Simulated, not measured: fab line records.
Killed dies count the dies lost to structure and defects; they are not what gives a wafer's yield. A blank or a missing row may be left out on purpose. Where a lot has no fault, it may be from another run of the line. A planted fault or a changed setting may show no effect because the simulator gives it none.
What tool caused it? | flow berkeley-cmos170 | 13 lots, 39 wafers sampled, at 4 steps of a route of 331

## WHAT THE GAUGES READ, wafer by wafer
UCB170_M2_CD_MEAS_15 targets a cd of 700 nm. Usual: cd-nm 700.1 nm, standard deviation 1.1.
lot  | measured     | on        | cd-nm (nm)        | flag
L712 | day 8 11:07  | cd-sem-02 | 699.6 699.7 699.7 |
L717 | day 9 12:28  | cd-sem-01 | 697.7 698.0 698.6 |
L719 | day 9 18:16  | cd-sem-02 | 700.3 701.4 700.9 |
L721 | day 10 13:07 | cd-sem-01 | 700.2 699.2 700.0 |
L722 | day 10 14:41 | cd-sem-01 | 700.7 698.5 699.1 |
L723 | day 11 00:13 | cd-sem-01 | 700.3 701.1 700.5 |
L724 | day 11 07:40 | cd-sem-01 | 699.4 700.3 699.3 |
L725 | day 11 01:01 | cd-sem-02 | 699.7 699.8 700.6 |
L726 | day 11 15:15 | cd-sem-02 | 700.0 701.2 699.1 |
L727 | day 11 16:28 | cd-sem-01 | 701.7 702.1 702.0 |
L728 | day 11 13:03 | cd-sem-01 | 699.4 699.6 699.0 |
L730 | day 11 22:25 | cd-sem-02 | 699.6 698.9 698.7 |
L733 | day 13 03:22 | cd-sem-02 | 700.8 700.5       |

UCB170_V2_THK_MEAS_04. Usual: V2_POLISHED_THK typically reads 990.7 nm, with standard deviation 0.93.
lot  | measured     | on            | V2_POLISHED_THK (nm) | flag
L712 | day 8 12:23  | film-metro-02 | 990.7 991.8 990.5    |
L717 | day 9 13:42  | film-metro-01 | 992.2 989.3 990.9    |
L719 | day 9 19:31  | film-metro-01 | 990.5 990.3 990.7    |
L721 | day 10 14:21 | film-metro-01 | 990.9 990.1 990.3    |
L722 | day 10 15:53 | film-metro-02 | 991.1 990.6 991.7    |
L723 | day 11 01:26 | film-metro-01 | 989.9 991.8 990.9    |
L724 | day 11 08:55 | film-metro-01 | 990.3 990.1 992.2    |
L725 | day 11 02:14 | film-metro-02 | 991.8 989.9 990.3    |
L726 | day 11 16:29 | film-metro-01 | 990.7 991.8 990.5    |
L727 | day 11 17:48 | film-metro-01 | 991.4 991.3 989.6    |
L728 | day 11 14:17 | film-metro-02 | 989.3 989.2 990.5    |
L730 | day 11 23:40 | film-metro-01 | 991.3 989.4 990.2    |
L733 | day 13 04:40 | film-metro-04 | 991.4 991.0          |

## WHAT TOOL EACH LOT RAN ON (gives the tool, then ch and the chambers of the sampled wafers, and finally the start)
lot  | UCB170_SPACER_ETCHBACK_03          | UCB170_M2_STRIP_07
L712 | rie-diel-03 ch 0,1,3, day 7 08:40  | plasma-asher-02 ch 0,1, day 8 09:31
L717 | rie-diel-03 ch 0,2, day 8 13:19    | plasma-asher-01 ch 0,1, day 9 11:20
L719 | rie-diel-01 ch 1,2, day 8 23:00    | plasma-asher-01 ch 0,1, day 9 15:43
L721 | rie-diel-02 ch 0,1, day 9 16:21    | plasma-asher-04 ch 0,1, day 10 11:39
L722 | rie-diel-03 ch 0,2,3, day 9 16:26  | plasma-asher-01 ch 0,1, day 10 13:17
L723 | rie-diel-02 ch 0,2,3, day 10 05:07 | plasma-asher-04 ch 0,1, day 10 22:53
L724 | rie-diel-01 ch 0,2,3, day 10 05:07 | plasma-asher-04 ch 0,1, day 11 05:26
L725 | rie-diel-03 ch 2,3, day 10 05:07   | plasma-asher-02 ch 0,1, day 10 23:49
L726 | rie-diel-01 ch 1,2,3, day 10 15:55 | plasma-asher-01 ch 0,1, day 11 13:50
L727 | rie-diel-02 ch 0,2,3, day 10 15:55 | plasma-asher-04 ch 0, day 11 15:17
L728 | rie-diel-03 ch 1,2, day 10 15:55   | plasma-asher-01 ch 0,1, day 11 10:41
L730 | rie-diel-03 ch 1,3, day 10 21:28   | plasma-asher-04 ch 0,1, day 11 21:01
L733 | rie-diel-03 ch 0,1,2, day 12 03:04 | plasma-asher-02 ch 0,1, day 13 01:22
- UCB170_SPACER_ETCHBACK_03: etches SiO2 in CHF3/CF4/Ar, stops on Si, target depth 376 nm, time 100 s.
- UCB170_M2_STRIP_07: strips in O2.

## AS READ BY THE TOOLS THEMSELVES (means over the sampled wafers that have a number; for cases with no such wafer, the mark the record gives instead)
UCB170_SPACER_ETCHBACK_03. Usual: drypump-motor-current-A 5.5 A, standard deviation 0.33; oes-product-au 0.889 a.u., standard deviation 0.016; throttle-valve-pct 6.52 %, standard deviation 0.077.
lot  | tool        | drypump-motor-current-A (A) | oes-product-au (a.u.) | throttle-valve-pct (%) | flag
L712 | rie-diel-03 | 5.6                         | 0.888                 | 6.60                   |
L717 | rie-diel-03 | 5.6                         | 0.900                 | 6.49                   |
L719 | rie-diel-01 | 5.5                         | 0.885                 | 6.47                   |
L721 | rie-diel-02 | 5.5                         | 0.877                 | 6.45                   |
L722 | rie-diel-03 | 5.5                         | 0.904                 | 6.53                   |
L723 | rie-diel-02 | 5.4                         | 0.880                 | 6.48                   |
L724 | rie-diel-01 | 5.7                         | 0.901                 | 6.48                   |
L725 | rie-diel-03 | 5.1                         | 0.883                 | 6.57                   |
L726 | rie-diel-01 | 5.6                         | 0.883                 | 6.53                   |
L727 | rie-diel-02 | 5.5                         | 0.884                 | 6.48                   |
L728 | rie-diel-03 | 5.5                         | 0.886                 | 6.50                   |
L730 | rie-diel-03 | 5.3                         | 0.880                 | 6.62                   |
L733 | rie-diel-03 | 5.7                         | 0.885                 | 6.55                   |

UCB170_M2_STRIP_07. Usual: drypump-motor-current-A 5.7 A, standard deviation 0.34; oes-product-au 0.735 a.u., standard deviation 0.004; strip-time-to-endpoint-s 21.97 s, standard deviation 0.065.
lot  | tool            | drypump-motor-current-A (A) | oes-product-au (a.u.) | strip-time-to-endpoint-s (s) | flag
L712 | plasma-asher-02 | 5.4                         | 0.737                 | 22.00                        |
L717 | plasma-asher-01 | 5.6                         | 0.735                 | 21.91                        |
L719 | plasma-asher-01 | 5.8                         | 0.738                 | 21.99                        |
L721 | plasma-asher-04 | 5.7                         | 0.736                 | 22.00                        |
L722 | plasma-asher-01 | 5.6                         | 0.735                 | 22.00                        |
L723 | plasma-asher-04 | 6.0                         | 0.737                 | 22.04                        |
L724 | plasma-asher-04 | 5.7                         | 0.733                 | 21.96                        |
L725 | plasma-asher-02 | 5.6                         | 0.733                 | 22.08                        |
L726 | plasma-asher-01 | 5.8                         | 0.733                 | 22.02                        |
L727 | plasma-asher-04 | 6.2                         | 0.733                 | 21.99                        |
L728 | plasma-asher-01 | 5.8                         | 0.736                 | 22.04                        |
L730 | plasma-asher-04 | 6.0                         | 0.734                 | 21.92                        |
L733 | plasma-asher-02 | 5.5                         | 0.738                 | 21.93                        |

## THE ANSWER, worked out from the rows above alone
Rule: a lot is off if the mean of its wafers that have a number lies more than 3 standard deviations from the usual mean. A lot without any number at a reading at which 4 lots or more have one is off too. Any other lot the step has rows for is counted as sound. After the gauges, taken in route order, come the tools' own readings; for these a lot's mean is taken, as printed above. At the first step where some lot is off, the reading lying furthest off is the one used; lots without a number count as furthest.
Across all readings shown, no lot is off: no conclusion can be drawn from this.

## WHAT THE SIMULATOR HAD INSERTED
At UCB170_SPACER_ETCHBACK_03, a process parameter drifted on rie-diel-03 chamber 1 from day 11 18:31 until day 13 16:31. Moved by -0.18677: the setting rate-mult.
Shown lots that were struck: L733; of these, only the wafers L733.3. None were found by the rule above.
